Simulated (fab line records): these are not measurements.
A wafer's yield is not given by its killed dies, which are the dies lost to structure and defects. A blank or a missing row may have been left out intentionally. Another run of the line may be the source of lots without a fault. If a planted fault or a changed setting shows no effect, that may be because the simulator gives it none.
fab line records | flow berkeleyCmos170 | part 2 of 2: steps 33 to 44 of 44
[record] lots = 5 | wafers = 15 | lastDay = 11
route steps=331 shown PLDD@153 NLDD@158 SPACER@171 PSD@175 NSD@187
lots that met no fault: from a run of the same line without faults
startH: the number of hours between the record's first day and the start of the first shown wafer of the lot | waitH: how many hours have passed since the lot's step before this one | " same as the row above | L1.1+2: several wafers, shown together as one row | - no value present, or no start provided | * or withheld: withheld | < > ~ a bound
route shown NAME@n: NAME is a module with steps in the file, n the number in the route of the first one | usual: mean and standard deviation over wafers with no fault | same: alike in all rows | chamber/n: place in a boat | sites: the reading at each site | _std_site: the standard deviation of these | _edge_site: the outer-site mean with the inner-site mean subtracted | radiusMm: how far each site lies from the wafer's centre | mask NAME#n: copy n | behind: the last tool/chamber to shape the wafer | hold: what put the lot on hold/how long, in hours/how the hold closed | device: transistor that didn't switch, given as n, p or np | end of line: tests run on the same wafers once the route is complete | where a step has no rows: the recipe by itself | killed: the dies lost at the first sort to structure and to defects; this is not the yield of the wafer | map: dies across one wafer; x = killed, . = not, _ = none there
set.NAME: the setting as run; set.NAME@STEP: as run at that earlier step | model.NAME: the simulator's own value behind a step, which no gauge read
lots seen at some steps along the route; tables by step, rows by wafer
services: the hour from which a tool's chamber was out of use, counted from the record's first day as startH (under 0 if before that day), plus the number of hours and why
[[steps]]
[step UCB170_PSD_TW_MEAS_10]
[usual] PSD_TW = 2352/35
lot.wafer | tool         | chamber | startH | waitH | PSD_TW
L075.3    | filmMetro-02 | -       | 126.82 | 0.1   | 2307
L075.4    | "            | -       | "      | "     | 2307
L075.5    | "            | -       | "      | "     | 2307
L084.3    | filmMetro-03 | -       | 175.70 | 0.1   | 2339
L084.5    | "            | -       | "      | "     | 2334
L084.6    | "            | -       | "      | "     | 2349
L087.2    | filmMetro-04 | -       | 202.20 | 0.1   | 2385
L087.5    | "            | -       | "      | "     | 2391
L087.6    | "            | -       | "      | "     | 2396
L092.1    | filmMetro-03 | -       | 228.33 | 0.1   | 2348
L092.2    | "            | -       | "      | "     | 2352
L092.4    | "            | -       | "      | "     | 2346
L094.2    | filmMetro-03 | -       | 228.58 | 0.1   | 2354
L094.3    | "            | -       | "      | "     | 2354
L094.4    | "            | -       | "      | "     | 2347
[step UCB170_PSD_CLEAN_11]
[recipe] chemistry = SPM | tempC = 120 | timeS = 600
[same] timeS = 600
lot.wafer  | tool        | chamber | startH | waitH
L075.3+4+5 | wetBench-04 | 3       | 128.76 | 1.9
L084.3+5+6 | wetBench-02 | 3       | 175.80 | 0.1
L087.2+5+6 | wetBench-01 | 1       | 202.25 | 0.0
L092.1+2+4 | wetBench-04 | 2       | 228.46 | 0.1
L094.2+3+4 | wetBench-01 | 1       | 228.67 | 0.1
[step UCB170_NSD_HMDS_00]
[recipe] primeTimeS = 60 | primeTempC = 100
lot.wafer  | tool          | chamber | startH | waitH
L075.3+4+5 | lithoTrack-02 | 0       | 129.33 | 0.4
L084.3+5+6 | lithoTrack-03 | 0       | 176.23 | 0.2
L087.2+5+6 | lithoTrack-02 | 0       | 203.06 | 0.6
L092.1+2+4 | lithoTrack-04 | 0       | 229.23 | 0.6
L094.2+3+4 | lithoTrack-03 | 0       | 229.52 | 0.7
[step UCB170_NSD_COAT_01]
[recipe] resist = KrF | spinRpm = 1500 | resistThkNm = 900
lot.wafer  | tool          | chamber | startH | waitH
L075.3+4+5 | lithoTrack-02 | 0       | 129.48 | 0.1
L084.3+5+6 | lithoTrack-03 | 0       | 176.38 | 0.1
L087.2+5+6 | lithoTrack-02 | 0       | 203.21 | 0.1
L092.1+2+4 | lithoTrack-04 | 0       | 229.38 | 0.1
L094.2+3+4 | lithoTrack-03 | 0       | 229.67 | 0.1
[step UCB170_NSD_SOFTBAKE_02]
[recipe] resist = KrF | tempC = 130 | timeS = 60
[same] timeS = 60
lot.wafer  | tool          | chamber | startH | waitH
L075.3+4+5 | lithoTrack-02 | 0       | 129.63 | 0.1
L084.3+5+6 | lithoTrack-03 | 0       | 176.53 | 0.1
L087.2+5+6 | lithoTrack-02 | 0       | 203.36 | 0.1
L092.1+2+4 | lithoTrack-04 | 0       | 229.53 | 0.1
L094.2+3+4 | lithoTrack-03 | 0       | 229.82 | 0.1
[step UCB170_NSD_EXPOSE_03]
[recipe] maskId = NSELECT_MOD | na = 0.5 | sigmaOuter = 0.6 | sourceShape = conventional | targetCdNm = 1200 | doseMj = 30
[usual] exposureDoseMJCm2 = 30.00/0.03
[same] sigmaOuter = 0.6
lot.wafer | tool          | chamber | startH | waitH | mask          | exposureDoseMJCm2
L075.3    | krfScanner-02 | 0       | 130.03 | 0.4   | NSELECT_MOD#0 | 30.00
L075.4    | "             | 0       | "      | "     | NSELECT_MOD#0 | 30.00
L075.5    | "             | 0       | "      | "     | NSELECT_MOD#0 | 29.97
L084.3    | krfScanner-01 | 0       | 176.79 | 0.2   | NSELECT_MOD#0 | 30.03
L084.5    | "             | 0       | "      | "     | NSELECT_MOD#0 | 29.97
L084.6    | "             | 0       | "      | "     | NSELECT_MOD#0 | 29.99
L087.2    | krfScanner-02 | 0       | 203.67 | 0.3   | NSELECT_MOD#0 | 30.01
L087.5    | "             | 0       | "      | "     | NSELECT_MOD#0 | 30.00
L087.6    | "             | 0       | "      | "     | NSELECT_MOD#0 | 30.00
L092.1    | krfScanner-02 | 0       | 229.86 | 0.3   | NSELECT_MOD#0 | 30.01
L092.2    | "             | 0       | "      | "     | NSELECT_MOD#0 | 30.06
L092.4    | "             | 0       | "      | "     | NSELECT_MOD#0 | 30.01
L094.2    | krfScanner-02 | 0       | 230.00 | 0.2   | NSELECT_MOD#0 | 30.03
L094.3    | "             | 0       | "      | "     | NSELECT_MOD#0 | 30.02
L094.4    | "             | 0       | "      | "     | NSELECT_MOD#0 | 30.07
[step UCB170_NSD_PEB_04]
[recipe] pebTempC = 130 | pebTimeS = withheld | resist = KrF
lot.wafer  | tool          | chamber | startH | waitH
L075.3+4+5 | lithoTrack-03 | 0       | 130.49 | 0.4
L084.3+5+6 | lithoTrack-02 | 0       | 176.92 | 0.1
L087.2+5+6 | lithoTrack-03 | 0       | 204.39 | 0.7
L092.1+2+4 | lithoTrack-04 | 0       | 230.23 | 0.4
L094.2+3+4 | lithoTrack-03 | 0       | 230.52 | 0.5
[step UCB170_NSD_DEVELOP_05]
[recipe] developer = TMAH | developTimeS = 45 | resist = KrF | devTempC = 21
lot.wafer  | tool          | chamber | startH | waitH
L075.3+4+5 | lithoTrack-03 | 0       | -      | -
L084.3+5+6 | lithoTrack-02 | 0       | -      | -
L087.2+5+6 | lithoTrack-03 | 0       | -      | -
L092.1+2+4 | lithoTrack-04 | 0       | -      | -
L094.2+3+4 | lithoTrack-03 | 0       | -      | -
[step UCB170_NSD_CD_MEAS_06]
[recipe] targetCdNm = 1200
[usual] cdNm = 1200.1/1.4
lot.wafer | tool     | chamber | startH | waitH | cdNm
L075.3    | cdSem-02 | -       | 130.75 | -     | 1200.9
L075.4    | "        | -       | "      | "     | 1201.6
L075.5    | "        | -       | "      | "     | 1200.6
L084.3    | cdSem-01 | -       | 177.19 | -     | 1197.4
L084.5    | "        | -       | "      | "     | 1199.1
L084.6    | "        | -       | "      | "     | 1198.9
L087.2    | cdSem-01 | -       | 204.66 | -     | 1199.9
L087.5    | "        | -       | "      | "     | 1200.1
L087.6    | "        | -       | "      | "     | 1200.2
L092.1    | cdSem-02 | -       | 230.61 | -     | 1200.6
L092.2    | "        | -       | "      | "     | 1199.6
L092.4    | "        | -       | "      | "     | 1200.3
L094.2    | cdSem-02 | -       | 230.87 | -     | 1197.4
L094.3    | "        | -       | "      | "     | 1199.7
L094.4    | "        | -       | "      | "     | 1198.9
[step UCB170_NSD_OVL_MEAS_07]
[usual] NSD_OVL = 0/5
lot.wafer | tool       | chamber | startH | waitH | NSD_OVL[nm]
L075.3    | overlay-01 | -       | 130.85 | 0.1   | -2
L075.4    | "          | -       | "      | "     | 5
L075.5    | "          | -       | "      | "     | 2
L084.3    | overlay-01 | -       | 177.28 | 0.1   | -3
L084.5    | "          | -       | "      | "     | 4
L084.6    | "          | -       | "      | "     | 9
L087.2    | overlay-01 | -       | 204.76 | 0.1   | 10
L087.5    | "          | -       | "      | "     | 11
L087.6    | "          | -       | "      | "     | 5
L092.1    | overlay-02 | -       | 230.73 | 0.1   | 2
L092.2    | "          | -       | "      | "     | 0
L092.4    | "          | -       | "      | "     | 0
L094.2    | overlay-02 | -       | 230.98 | 0.1   | -2
L094.3    | "          | -       | "      | "     | 2
L094.4    | "          | -       | "      | "     | 0
[step UCB170_NSD_IMPLANT_08]
[recipe] species = P | doseCm2 = 3e+15 | energyKev = 40 | tiltDeg = 7
[same] implantIonAmu = 31
lot.wafer  | tool         | chamber | startH | waitH
L075.3+4+5 | implanter-01 | 0       | 130.92 | 0.1
L084.3+5+6 | implanter-01 | 0       | 177.36 | 0.1
L087.2+5+6 | implanter-02 | 0       | 204.82 | 0.0
L092.1+2+4 | implanter-02 | 0       | 230.77 | 0.0
L094.2+3+4 | implanter-03 | 0       | 231.03 | 0.0
[step UCB170_NSD_STRIP_09]
[recipe] chemistry = O2 | powerW = 400 | pressureMtorr = 3500 | platenTempC = withheld | o2FlowSccm = 400 | overashFraction = 0.544
[usual] drypumpMotorCurrentA = 5.7/0.45 | oesProductAu = 0.525/0.0044 | stripTimeToEndpointS = 35.82/0.077
lot.wafer | tool           | chamber | startH | waitH | drypumpMotorCurrentA | oesProductAu | rfHoursCounterH | stripTimeToEndpointS
L075.3    | plasmaAsher-02 | 1       | 131.05 | 0.1   | 5.9                  | 0.526        | -               | 35.80
L075.4    | "              | 0       | "      | "     | 5.2                  | 0.531        | -               | 35.80
L075.5    | "              | 0       | "      | "     | 5.3                  | 0.527        | -               | 35.77
L084.3    | plasmaAsher-03 | 0       | 177.49 | 0.1   | 5.4                  | 0.527        | -               | 35.81
L084.5    | "              | 1       | "      | "     | 6.3                  | 0.524        | -               | 35.79
L084.6    | "              | 0       | "      | "     | 5.4                  | 0.524        | -               | 35.83
L087.2    | plasmaAsher-03 | 1       | 204.94 | 0.1   | 6.2                  | 0.528        | 42              | 35.76
L087.5    | "              | 0       | "      | "     | 5.4                  | 0.521        | -               | 35.70
L087.6    | "              | 1       | "      | "     | 6.2                  | 0.525        | -               | 35.82
L092.1    | plasmaAsher-01 | 0       | 230.92 | 0.1   | 6.5                  | 0.534        | 12              | 35.67
L092.2    | "              | 1       | "      | "     | 5.3                  | 0.528        | 12              | 35.78
L092.4    | "              | 1       | "      | "     | 5.4                  | 0.522        | -               | 35.84
L094.2    | plasmaAsher-03 | 1       | 231.16 | 0.1   | 6.2                  | 0.531        | 45              | 35.89
L094.3    | "              | 0       | "      | "     | 5.4                  | 0.531        | -               | 35.92
L094.4    | "              | 1       | "      | "     | 6.2                  | 0.526        | -               | 35.97
[[services]]
tool           | chamber | startH | hours | kind
implanter-04   | -       | 96.03  | 2.8   | repair
implanter-04   | -       | 101.97 | 4.8   | pm
plasmaAsher-01 | -       | 108.75 | 9.0   | pm
pecvd-01       | 2       | 111.05 | 3.6   | repair
pecvd-01       | 1       | 113.01 | 3.3   | repair
rieDiel-01     | -       | 115.14 | 0.5   | repair
krfScanner-02  | -       | 119.65 | 1.3   | pm
implanter-01   | -       | 124.27 | 2.2   | repair
implanter-01   | -       | 131.35 | 0.7   | repair
pecvd-01       | -       | 135.50 | 14.0  | pm
furnace-03     | -       | 145.79 | 4.0   | pm
rieDiel-02     | 0       | 151.23 | 7.4   | repair
krfScanner-01  | -       | 154.27 | 0.8   | pm
plasmaAsher-01 | -       | 163.42 | 2.4   | repair
krfScanner-01  | -       | 169.10 | 1.0   | pm
rieDiel-02     | 3       | 175.74 | 15.9  | repair
wetBench-03    | -       | 185.08 | 3.6   | repair
implanter-04   | -       | 186.23 | 9.1   | repair
implanter-03   | -       | 198.50 | 3.8   | pm
krfScanner-01  | -       | 202.33 | 4.3   | repair
pecvd-01       | 2       | 209.12 | 1.7   | repair
implanter-03   | -       | 215.10 | 4.9   | repair
furnace-04     | -       | 221.94 | 3.3   | pm
pecvd-01       | 1       | 225.43 | 7.4   | repair
